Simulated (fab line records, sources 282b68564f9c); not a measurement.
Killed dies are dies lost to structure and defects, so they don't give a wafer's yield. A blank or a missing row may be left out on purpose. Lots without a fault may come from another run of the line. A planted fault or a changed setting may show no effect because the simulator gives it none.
Which tool did it? | flow rit_cmos | 14 lots, 42 wafers sampled, at 2 steps of a route of 202

WHAT THE GAUGES READ, wafer by wafer
The record holds no reading of a measuring or inspecting step that can be judged against a usual standard deviation.

WHICH TOOL RAN EACH LOT (tool, then ch and the chambers of the sampled wafers, then the start)
lot  | RIT_SILICIDE_WET_ETCH_05       | RIT_M1_PROBE_99
L438 | wet_bench-02 ch 1, day 3 09:22 | -
L440 | wet_bench-01 ch 3, day 3 17:56 | -
L439 | wet_bench-03 ch 1, day 3 18:41 | -
L441 | wet_bench-03 ch 0, day 4 05:56 | -
L442 | wet_bench-01 ch 3, day 4 12:22 | prober-01, day 4 19:10
L445 | wet_bench-01 ch 0, day 5 06:55 | -
L450 | wet_bench-03 ch 2, day 5 23:58 | -
L451 | wet_bench-01 ch 0, day 6 11:19 | -
L453 | wet_bench-02 ch 1, day 6 23:49 | -
L455 | wet_bench-03 ch 1, day 7 11:51 | -
L458 | wet_bench-03 ch 2, day 7 19:37 | -
L459 | wet_bench-02 ch 3, day 8 05:35 | -
L460 | wet_bench-02 ch 1, day 8 10:19 | -
L461 | wet_bench-03 ch 3, day 8 22:19 | -
- RIT_SILICIDE_WET_ETCH_05: etches Ti in SPM, time 120 s.
- RIT_M1_PROBE_99

WHAT THE TOOLS THEMSELVES READ (means of the sampled wafers that have a number; where no wafer has one, the mark that the record gives instead)
RIT_SILICIDE_WET_ETCH_05.
lot  | tool         | run_length_s (s)
L438 | wet_bench-02 | 145
L440 | wet_bench-01 | 146
L439 | wet_bench-03 | 146
L441 | wet_bench-03 | 153
L442 | wet_bench-01 | 146
L445 | wet_bench-01 | 86
L450 | wet_bench-03 | 145
L451 | wet_bench-01 | 87
L453 | wet_bench-02 | 152
L455 | wet_bench-03 | 146
L458 | wet_bench-03 | 152
L459 | wet_bench-02 | 148
L460 | wet_bench-02 | 144
L461 | wet_bench-03 | 153

RIT_M1_PROBE_99.
lot  | tool      | killed_at_M0_to_M3 | killed_at_contacts | killed_at_front_end | killed_dies | killed_open | killed_short
L442 | prober-01 | 0.0                | 0.0                | 8                   | 8           | 5.7         | 2.3

THE ANSWER, worked out from the rows above alone
Rule: what is usual is taken from the lots themselves. Put in order of their means at a reading, lots are off if they are a third of the lots or fewer, leave a main group of 4 or more, and stand apart from it by a gap of 3 or more times the standard deviation of the main group's means; of several such gaps the widest counts. A main group whose means are all the same, to the digits that the tables above print for the reading, isn't used. A lot without any number at a reading at which 4 lots or more have one is off too. The other lots that the step has rows for count as sound. The gauges are gone through in route order, then the tools' own readings, and for those a lot's mean is taken as printed above. The first step at which some lot is off is used, and at that step the reading that is off furthest; a lot without a number counts as furthest.
Off: L445, L451, at RIT_SILICIDE_WET_ETCH_05 (run_length_s). The main group: mean 148 s, standard deviation 3.3.
A tool fits if, at that step or a process step before it, it ran every lot that is off, and no sound lot after the first of them. One fits: wet_bench-01 at RIT_SILICIDE_WET_ETCH_05. Its last sound lot is L442 (day 4 12:22), its first lot that is off L445 (day 5 06:55): a fault that began between those two fits.
The tool's own readings at RIT_SILICIDE_WET_ETCH_05 bear it out: on the lots that are off they differ by more than 5 times the standard deviation of the sound lots' means. run_length_s reads 86 s there against 148 s on the sound lots.

WHAT THE SIMULATOR HAD PUT IN
Process parameter drift: wet_bench-01, from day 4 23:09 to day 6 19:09, at RIT_SILICIDE_WET_ETCH_05. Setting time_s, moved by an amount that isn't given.
Lots struck among those shown: L445, L451. The rule above found the same.
